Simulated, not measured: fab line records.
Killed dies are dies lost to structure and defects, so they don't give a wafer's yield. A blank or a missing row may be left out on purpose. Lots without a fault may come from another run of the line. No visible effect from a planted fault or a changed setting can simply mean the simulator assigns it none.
Problem report in the 8D (eight disciplines) form, filled by code	flow berkeley-cmos170	the parts of the form that need people (team, actions taken, sign-off) are left out

1. THE ISSUE
Across 9 wafers from 3 lots, GATE_POLY_THK at UCB170_GATE_THK_MEAS_05 averages 170.0 nm, while fault-free wafers read 213.7 nm with a standard deviation of 2.3. That is -19 standard deviations from the usual mean.
Seen first at day 10 03:59 on film-metro-03, wafer L611.1. At this step, 45 wafers from 15 lots have a number in the record. The rule behind "out" and "out of limits": a value lying over 4 standard deviations away from the usual mean. Any other wafer with a number is counted as sound.

2. WHAT IT IS; WHAT IT IS NOT
question	is	is not
which readings at this step	GATE_POLY_THK	-
which lots	L610, L611, L612	L592, L593, L594, L595, L597, L598, L599, L601, L602, L604, L605, L614
which wafers of those lots	all that have a number	-
read on which gauges	film-metro-01, film-metro-02, film-metro-03	-
when	from day 10 03:59	up to then (33 sound wafers); but 3 sound wafers of L614 came after

3. SUSPECTS, AND WHAT RULES EACH OUT
Counting: any tool at a process step up to the reading is kept as a suspect provided that every lot that is out went through it and no sound lot did after the first of them.
- ruled out: the gauge at UCB170_GATE_THK_MEAS_05. The wafers that are out were read on 3 gauges (film-metro-01, film-metro-02, film-metro-03).
- lpcvd-02 at UCB170_GATE_CVD_04 (deposits poly-Si from SiH4, time 1440 s, target thk 214 nm): kept. All lots that are out passed through it, beginning with L610 at day 10 02:35, and no sound lot followed; its final sound lot before that point was L604 at day 8 00:22. Its own sih4-flow-sccm readings are out on those wafers.
The count leaves lpcvd-02 at UCB170_GATE_CVD_04.

4. THE CAUSE (what the simulator had put in)
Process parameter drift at UCB170_GATE_CVD_04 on lpcvd-02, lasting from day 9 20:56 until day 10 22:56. Setting sih4-flow-sccm, moved by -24, from 120. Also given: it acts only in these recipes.
Only this tool survived the counting.

5. SEQUENCE OF EFFECTS, ordered by route
Each row: a reading whose mean over the struck wafers that have a number lies more than 3 standard deviations from the usual. Readings are gone through only where the record gives a usual standard deviation; hours: the median, over the lots, of the time from a lot's start at the first step in this table giving one to that lot's start at this step; sigmas: the change measured in usual standard deviations.
hours	step	reading	usual	on struck wafers	change	sigmas
0	UCB170_GATE_CVD_04	sih4-flow-sccm	120.0 sccm	96.0	-24.0	-65
1	UCB170_GATE_THK_MEAS_05	GATE_POLY_THK	213.7 nm	170.0	-43.7	-19
3	UCB170_GATE_ETCH_15	oes-product-au	0.828 a.u.	0.719	-0.109	-11
Here are the process steps it includes:
- UCB170_GATE_CVD_04: deposits poly-Si from SiH4, time 1440 s, target thk 214 nm.
- UCB170_GATE_ETCH_15: etches poly-Si in HBr/Cl2, stops on SiO2, time 56.3 s, target depth 278.2 nm.

6. WHAT WOULD HAVE CAUGHT IT SOONER
In this record the first reading out of limits at a measuring or inspecting step was taken at day 10 03:59, 7 hours after the fault began at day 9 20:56.
At UCB170_GATE_CVD_04, the tool's own readings (sih4-flow-sccm) were out on each struck wafer the step has a row for, so an alarm limit on them would have fired on the first such wafer.
By day 10 03:59 the whole set of lots that are out, 3 in number, had already begun UCB170_GATE_CVD_04 on lpcvd-02. Holding the tool at that point would not have protected any of them.
